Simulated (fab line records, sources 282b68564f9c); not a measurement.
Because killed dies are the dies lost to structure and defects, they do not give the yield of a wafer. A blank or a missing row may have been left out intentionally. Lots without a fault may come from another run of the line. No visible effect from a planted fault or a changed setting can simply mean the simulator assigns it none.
Which tool did it? + flow ritCmos + 33 wafers from 11 lots sampled at 6 of the route's 202 steps

== WHAT EACH GAUGE READ, for each wafer ==
RIT_SDANNEAL_RS_MEAS_04: the measuring method here is four-point-probe.
| lot  | measured    | on           | PSD_RS (ohm/sq)   |
|------|-------------|--------------|-------------------|
| L416 | day 3 05:14 | filmMetro-03 | 116.4 116.2 115.8 |
| L417 | day 3 08:05 | filmMetro-03 | 116.4 116.1 116.2 |
| L418 | day 3 12:56 | filmMetro-02 | 115.3 115.5 115.9 |
| L422 | day 4 11:38 | filmMetro-02 | 115.4 115.8 115.8 |
| L427 | day 5 13:48 | filmMetro-02 | 144.3 144.1 144.5 |
| L429 | day 5 22:20 | filmMetro-03 | 144.8 145.0 144.8 |
| L430 | day 6 02:21 | filmMetro-04 | 116.0 115.6 115.8 |
| L432 | day 6 10:18 | filmMetro-04 | 115.8 116.0 116.0 |
| L434 | day 6 22:05 | filmMetro-04 | 116.3 115.9 116.0 |
| L436 | day 7 11:20 | filmMetro-03 | 116.9 116.4 116.4 |
| L438 | day 7 18:04 | filmMetro-03 | 116.0 115.7 116.0 |

RIT_SDANNEAL_RS_MEAS_05: the measuring method here is four-point-probe.
| lot  | measured    | on           | NSD_RS (ohm/sq) |
|------|-------------|--------------|-----------------|
| L416 | day 3 05:21 | filmMetro-03 | 84.5 84.4 84.5  |
| L417 | day 3 08:12 | filmMetro-03 | 85.0 85.1 84.8  |
| L418 | day 3 13:03 | filmMetro-02 | 84.4 83.8 83.9  |
| L422 | day 4 11:45 | filmMetro-02 | 85.0 84.9 84.8  |
| L427 | day 5 13:55 | filmMetro-02 | 85.5 85.4 85.4  |
| L429 | day 5 22:27 | filmMetro-03 | 86.2 85.8 86.1  |
| L430 | day 6 02:28 | filmMetro-04 | 84.2 84.3 84.1  |
| L432 | day 6 10:25 | filmMetro-04 | 84.3 84.6 84.5  |
| L434 | day 6 22:13 | filmMetro-04 | 84.3 84.5 84.5  |
| L436 | day 7 11:27 | filmMetro-03 | 84.5 84.9 85.1  |
| L438 | day 7 18:11 | filmMetro-03 | 85.3 85.3 85.2  |

RIT_SDANNEAL_RS_MEAS_06: the measuring method here is four-point-probe.
| lot  | measured    | on           | PLDD_RS (ohm/sq)  |
|------|-------------|--------------|-------------------|
| L416 | day 3 05:28 | filmMetro-03 | 178.9 178.6 178.3 |
| L417 | day 3 08:19 | filmMetro-03 | 179.5 179.2 179.0 |
| L418 | day 3 13:10 | filmMetro-02 | 178.1 178.6 178.3 |
| L422 | day 4 11:52 | filmMetro-02 | 178.1 178.6 178.8 |
| L427 | day 5 14:02 | filmMetro-02 | 214.4 213.5 214.3 |
| L429 | day 5 22:34 | filmMetro-03 | 214.6 215.2 215.5 |
| L430 | day 6 02:35 | filmMetro-04 | 179.2 178.5 178.6 |
| L432 | day 6 10:32 | filmMetro-04 | 178.5 178.8 178.0 |
| L434 | day 6 22:20 | filmMetro-04 | 178.4 178.1 178.4 |
| L436 | day 7 11:34 | filmMetro-03 | 179.2 179.1 179.9 |
| L438 | day 7 18:19 | filmMetro-03 | 178.7 178.5 178.9 |

RIT_CONTACT_CD_MEAS_08: the cd target is 1000 nm.
| lot  | measured    | on       | cdNm (nm)            |
|------|-------------|----------|----------------------|
| L416 | day 3 07:29 | cdSem-01 | 999.4 999.7 1000.3   |
| L417 | day 3 10:15 | cdSem-02 | 1000.2 1000.3 999.7  |
| L418 | day 3 15:14 | cdSem-01 | 1002.0 998.9 1002.1  |
| L422 | day 4 13:47 | cdSem-01 | 1001.3 1002.3 1001.6 |
| L427 | day 5 16:11 | cdSem-01 | 999.7 1000.3 1001.7  |
| L429 | day 6 00:36 | cdSem-01 | 996.8 996.8 996.2    |
| L430 | day 6 04:37 | cdSem-01 | 999.5 999.8 999.8    |
| L432 | day 6 12:30 | cdSem-02 | 1000.0 1000.3 999.4  |
| L434 | day 7 00:18 | cdSem-02 | 1001.0 1000.4 1000.5 |
| L436 | day 7 13:32 | cdSem-02 | 995.2 995.2 996.1    |
| L438 | day 7 20:09 | cdSem-02 | 1003.1 1004.3 1002.8 |

== WHAT TOOL EACH LOT RAN ON (gives the tool, then ch and the chambers of the sampled wafers, and finally the start) ==
| lot  | RIT_NLDD_STRIP_09                  | RIT_SDANNEAL_RTA_03            |
|------|------------------------------------|--------------------------------|
| L416 | plasmaAsher-03 ch 0,1, day 2 21:27 | rtpAnneal-01 ch 0, day 3 05:10 |
| L417 | plasmaAsher-03 ch 0,1, day 3 00:19 | rtpAnneal-02 ch 0, day 3 08:01 |
| L418 | plasmaAsher-03 ch 0,1, day 3 04:57 | rtpAnneal-01 ch 0, day 3 12:49 |
| L422 | plasmaAsher-01 ch 0,1, day 4 04:13 | rtpAnneal-01 ch 0, day 4 11:34 |
| L427 | plasmaAsher-02 ch 0,1, day 5 05:19 | rtpAnneal-02 ch 0, day 5 13:44 |
| L429 | plasmaAsher-01 ch 0,1, day 5 14:21 | rtpAnneal-02 ch 0, day 5 22:15 |
| L430 | plasmaAsher-01 ch 0,1, day 5 18:23 | rtpAnneal-01 ch 0, day 6 02:14 |
| L432 | plasmaAsher-01 ch 0,1, day 6 02:33 | rtpAnneal-01 ch 0, day 6 10:13 |
| L434 | plasmaAsher-01 ch 0,1, day 6 14:17 | rtpAnneal-01 ch 0, day 6 22:01 |
| L436 | plasmaAsher-01 ch 0,1, day 7 03:20 | rtpAnneal-01 ch 0, day 7 11:16 |
| L438 | plasmaAsher-02 ch 1, day 7 10:16   | rtpAnneal-01 ch 0, day 7 18:00 |
- RIT_NLDD_STRIP_09: strips in O2, time 180 s.
- RIT_SDANNEAL_RTA_03: time 5 s.

== AS READ BY THE TOOLS THEMSELVES (means over the sampled wafers that have a number; for cases with no such wafer, the mark the record gives instead) ==
RIT_NLDD_STRIP_09.
| lot  | tool           | drypumpMotorCurrentA (A) |
|------|----------------|--------------------------|
| L416 | plasmaAsher-03 | 5.6                      |
| L417 | plasmaAsher-03 | 5.3                      |
| L418 | plasmaAsher-03 | 5.6                      |
| L422 | plasmaAsher-01 | 5.0                      |
| L427 | plasmaAsher-02 | 6.0                      |
| L429 | plasmaAsher-01 | 5.2                      |
| L430 | plasmaAsher-01 | 5.2                      |
| L432 | plasmaAsher-01 | 5.0                      |
| L434 | plasmaAsher-01 | 5.2                      |
| L436 | plasmaAsher-01 | 5.0                      |
| L438 | plasmaAsher-02 | 6.0                      |

RIT_SDANNEAL_RTA_03.
| lot  | tool         | chamberO2Ppm | wafer_temp_C_max |
|------|--------------|--------------|------------------|
| L416 | rtpAnneal-01 | 1.980        | 1054.5           |
| L417 | rtpAnneal-02 | 2.016        | 1053.9           |
| L418 | rtpAnneal-01 | 1.987        | 1053.2           |
| L422 | rtpAnneal-01 | 2.006        | 1053.7           |
| L427 | rtpAnneal-02 | 2.005        | 1012.4           |
| L429 | rtpAnneal-02 | 2.000        | 1013.3           |
| L430 | rtpAnneal-01 | 1.995        | 1053.0           |
| L432 | rtpAnneal-01 | 1.990        | 1053.3           |
| L434 | rtpAnneal-01 | 1.999        | 1054.5           |
| L436 | rtpAnneal-01 | 1.992        | 1053.1           |
| L438 | rtpAnneal-01 | 2.006        | 1052.8           |

== THE ANSWER, worked out from the rows above alone ==
Rule: the lots themselves supply what counts as usual. Put in order of their means at a reading, lots are off if they are a third of the lots or fewer, leave a main group of 4 or more, and stand apart from it by a gap of 3 or more times the standard deviation of the main group's means; of several such gaps the widest counts. The tables above print the reading to a certain number of digits; a main group whose means all agree to those digits is not used. A lot without any number at a reading at which 4 lots or more have one is off too. All remaining lots with rows at the step are treated as sound. After the gauges, taken in route order, come the tools' own readings; for these a lot's mean is taken, as printed above. At the first step where some lot is off, the reading lying furthest off is the one used; lots without a number count as furthest.
Off: L427, L429, seen at RIT_SDANNEAL_RS_MEAS_04 (PSD_RS). Mean 116.0 ohm/sq and standard deviation 0.29 in the main group.
A tool fits if, at a process step before that reading, it ran every lot that is off, and no sound lot after the first of them. Not tried: the gauges at RIT_SDANNEAL_RS_MEAS_04; whatever is off there is also off at RIT_SDANNEAL_RTA_03, on other tools, and gauge error can't account for it. One fits: rtpAnneal-02 at RIT_SDANNEAL_RTA_03. Its last sound lot is L417 (day 3 08:01), its first lot that is off L427 (day 5 13:44): a fault that began between those two fits.
The tool's own readings at RIT_SDANNEAL_RTA_03 bear it out: on the lots that are off they differ by more than 5 times the standard deviation of the sound lots' means. wafer_temp_C_max reads 1012.8 there against 1053.6 on the sound lots.

== WHAT THE SIMULATOR HAD PUT IN ==
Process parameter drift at RIT_SDANNEAL_RTA_03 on rtpAnneal-02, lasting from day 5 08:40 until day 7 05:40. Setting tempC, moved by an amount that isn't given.
Lots struck among those shown: L427, L429. Same finding as the rule above.
